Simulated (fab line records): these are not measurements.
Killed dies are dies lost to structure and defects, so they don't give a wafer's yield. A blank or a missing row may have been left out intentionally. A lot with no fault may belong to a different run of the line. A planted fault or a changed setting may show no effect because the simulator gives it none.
Commonality check across tools | flow ritCmos | Sample size 14 lots and 42 wafers

== THE REASON FOR OPENING IT ==
Of 14 lots, 2 have the reading NRETRO_TW flagged at RIT_NRETRO_TW_MEAS_10. Fault-free wafers read 1052, with a standard deviation of 6.7.
Rule: a lot is flagged in two cases, either no wafer of it has a number, or all its wafers with numbers fall more than 4 standard deviations from that mean. As for the other lots, they are considered sound.

lot  | measured    | on           | NRETRO_TW, wafer by wafer | flag
L169 | day 2 11:31 | filmMetro-02 | 1045 1050 1044            | 
L170 | day 2 15:26 | filmMetro-03 | 1046 1043 1043            | 
L173 | day 3 08:42 | filmMetro-03 | 1054 1049 1058            | 
L174 | day 3 12:29 | filmMetro-03 | 1059 1058 1056            | 
L175 | day 3 17:17 | filmMetro-02 | 1061 1054 1054            | 
L176 | day 3 21:26 | filmMetro-02 | 1054 1054 1050            | 
L177 | day 4 03:06 | filmMetro-01 | 1107 1110 1113            | FLAGGED
L178 | day 4 08:01 | filmMetro-03 | 1054 1052 1049            | 
L180 | day 4 19:30 | filmMetro-03 | 1108 1106 1107            | FLAGGED
L186 | day 6 00:03 | filmMetro-01 | 1055 1057 1052            | 
L187 | day 6 05:20 | filmMetro-02 | 1041 1040 1046            | 
L188 | day 6 09:25 | filmMetro-01 | 1059 1061 1062            | 
L190 | day 6 20:11 | filmMetro-02 | 1048 1050 1054            | 
L191 | day 7 01:59 | filmMetro-01 | 1052 1056 1056            | 
On average the flagged lots' numbers are 1108, which is +56 against the usual, or +8 standard deviations.

== WHICH TOOL EACH LOT WENT THROUGH ==
The record holds 1 process step before the reading, out of a route of 202 steps. Each cell gives the tool, then ch followed by the chambers the sampled wafers passed through, then the start.
lot  | flag    | RIT_NRETRO_IMPLANT_08
L169 |         | implanter-01 ch 0, day 2 11:12
L170 |         | implanter-03 ch 0, day 2 15:09
L173 |         | implanter-01 ch 0, day 3 08:22
L174 |         | implanter-04 ch 0, day 3 12:11
L175 |         | implanter-04 ch 0, day 3 16:57
L176 |         | implanter-03 ch 0, day 3 21:07
L177 | FLAGGED | implanter-04 ch 0, day 4 02:47
L178 |         | implanter-03 ch 0, day 4 07:43
L180 | FLAGGED | implanter-04 ch 0, day 4 19:10
L186 |         | implanter-01 ch 0, day 5 23:43
L187 |         | implanter-01 ch 0, day 6 05:01
L188 |         | implanter-03 ch 0, day 6 09:05
L190 |         | implanter-01 ch 0, day 6 19:52
L191 |         | implanter-04 ch 0, day 7 01:41
What is done by these steps:
- RIT_NRETRO_IMPLANT_08
- RIT_NRETRO_TW_MEAS_10

== FLAGGED OVER TOTAL, TOOL BY TOOL (the gauges that took the reading come last) ==
step                  | tool         | lots run | flagged | share of the flagged lots | sound lots run after its first flagged lot
RIT_NRETRO_IMPLANT_08 | implanter-01 | 5        | 0       | none                      | -
RIT_NRETRO_IMPLANT_08 | implanter-03 | 4        | 0       | none                      | -
RIT_NRETRO_IMPLANT_08 | implanter-04 | 5        | 2       | all                       | 1 (L191)
RIT_NRETRO_TW_MEAS_10 | filmMetro-01 | 4        | 1       | some                      | 3 (L186,L188,L191)
RIT_NRETRO_TW_MEAS_10 | filmMetro-02 | 5        | 0       | none                      | -
RIT_NRETRO_TW_MEAS_10 | filmMetro-03 | 5        | 1       | some                      | 0

== WHAT THE TABLE ALLOWS ==
In the table, 1 row covers all flagged lots: implanter-04 at RIT_NRETRO_IMPLANT_08.
- implanter-04 at RIT_NRETRO_IMPLANT_08 ran 5 lots, 2 of them flagged. Lots that were sound ran on it after the first flagged one (L191); a persistent fault on the entire tool would not allow that. Its own readings (beamEnergyKeV) fall more than 4 standard deviations out on all wafers of the flagged lots.
Not one row of the table ran every flagged lot while running no sound lot after the first.

== WHAT HAD BEEN PUT IN BY THE SIMULATOR ==
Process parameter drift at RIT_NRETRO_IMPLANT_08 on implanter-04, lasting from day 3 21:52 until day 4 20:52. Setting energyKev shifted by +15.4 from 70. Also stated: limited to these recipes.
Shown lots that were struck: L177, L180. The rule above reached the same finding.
